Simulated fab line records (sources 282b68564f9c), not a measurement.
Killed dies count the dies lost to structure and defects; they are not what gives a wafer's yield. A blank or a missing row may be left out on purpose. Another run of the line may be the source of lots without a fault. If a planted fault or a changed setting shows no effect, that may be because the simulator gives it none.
Struck lot and sound lot, side by side ; flow rit cmos ; 17 steps out of a route of 202
Sound: the wafers L610.3, L610.5, L610.6. Struck: wafer L618.2 (L618.4, L618.6, from the same lot, were not struck and are left out); the cause is given at the end.
Each step with rows lists, per side, the tool, then ch with its chambers, then its first start. Under that, the readings that differ: sound wafers ; struck wafers ; difference of the means ; sigmas: that difference in standard deviations of wafers without a fault.
alike: readings with means less than 2 such deviations apart, plus words and numbers identical on both sides. not compared: withheld readings, readings lacking a value on some wafer, bounds such as >300 that could conceal the same value, and numbers that have no deviation in the record and whose values overlap.
A row with sigmas, a row that says differs or no value, or rows on one side alone: a step with any of these is where the two part. Non-overlapping numbers with no deviation appear without sigmas and do not part them. Lack of a reading on every wafer of one side parts them only where that side has two or more wafers.

first, 4 steps without rows for these wafers: RIT_CONTACT_SOFTBAKE_04 (time 60 s); RIT_CONTACT_EXPOSE_05 (exposes mask M11, target cd 1000 nm); RIT_CONTACT_PEB_06; RIT_CONTACT_DEVELOP_07 (develop time 120 s).
RIT_CONTACT_CD_MEAS_08 targets a cd of 1000 nm.
  sound: cd sem-01 at day 3 14:25; struck: cd sem-02 at day 5 05:20
  alike: cd nm
RIT_CONTACT_OVL_MEAS_09:
  sound: overlay-02 at day 3 14:31; struck: overlay-01 at day 5 05:26
  alike: CONTACT_OVL
then, 1 step without rows for these wafers: RIT_CONTACT_HARDBAKE_10 (time 60 s).
RIT_CONTACT_ETCH_11: etches SiO2 in CHF3/CF4/Ar, stops on TiSi2, target depth 480 nm, time 315.2 s.
  sound on rie diel-03 ch 2,3, day 3 14:41; struck on rie diel-04 ch 0, day 5 05:37
  alike: drypump motor current A, oes product au, throttle valve pct
  not compared: rf hours counter h
RIT_CONTACT_STRIP_12: strips in O2, time 180 s.
  sound on plasma asher-04 ch 0,1, day 3 14:56; struck on plasma asher-01 ch 1, day 5 05:49
reading;sound;struck;difference;sigmas
rf hours counter h (h);- - -;46;no value on the sound wafers;
  alike: drypump motor current A
RIT_CONTACT_CD_MEAS_90 targets a cd of 1000 nm.
  sound: cd sem-02 at day 3 15:06; struck: cd sem-01 at day 5 06:00
  alike: cd nm
then, 2 steps without rows for these wafers: RIT_CONTACT_CLEAN_13 (cleans in SC1, time 600 s); RIT_CONTACT_CLEAN_14 (cleans in SC2, time 600 s).
RIT_M1_SPUTTER_00: material Al, target thk 400 nm, time 500 s.
  sound: pvd sputter-01 at day 3 15:33; struck: pvd sputter-01 at day 5 06:38
reading;sound;struck;difference;sigmas
substrate temp c (C);24.92 25.02 25.14;24.74;-0.29;-3
model.Al_of_M1_SPUTTER_00.thk nm (nm);395.5 397.6 395.5;364.4;-31.8;
  alike: throttle valve pct
RIT_M1_RS_MEAS_01: measurement is done with a four-point probe.
  sound: film metro-03 at day 3 15:53; struck: film metro-02 at day 5 06:56
reading;sound;struck;difference;sigmas
M1_AL_RS (ohm/sq);0.0743 0.0737 0.0744;0.0808;+0.0067;+10
RIT_M1_THK_MEAS_02: measures by xrf.
  sound: film metro-03 at day 3 15:59; struck: film metro-02 at day 5 07:03
reading;sound;struck;difference;sigmas
M1_AL_THK (nm);397 397 395;365;-31;-8
then, 1 step without rows for these wafers: RIT_M1_HMDS_03 (prime time 60 s).
RIT_M1_PROBE_99:
  sound: prober-01 at day 3 19:51; struck: prober-02 at day 5 11:01
reading;sound;struck;difference;sigmas
model.etest.m1.rs ohm sq;0.07299 0.07303 0.0735;0.07967;+0.00650;
  alike: defect limited yield, killed at front end, killed dies, killed open, killed short, sort_bin_3_pad_short, sort_bin_5_function, sort_bin_6_memory, sort n pass, sort yield pct

WHERE THEY PART
Earliest at RIT_CONTACT_STRIP_12; latest, in this record, at RIT_M1_THK_MEAS_02. Later steps at which nothing parts them and some readings are alike: RIT_M1_PROBE_99.

WHY: the cause the simulator had injected
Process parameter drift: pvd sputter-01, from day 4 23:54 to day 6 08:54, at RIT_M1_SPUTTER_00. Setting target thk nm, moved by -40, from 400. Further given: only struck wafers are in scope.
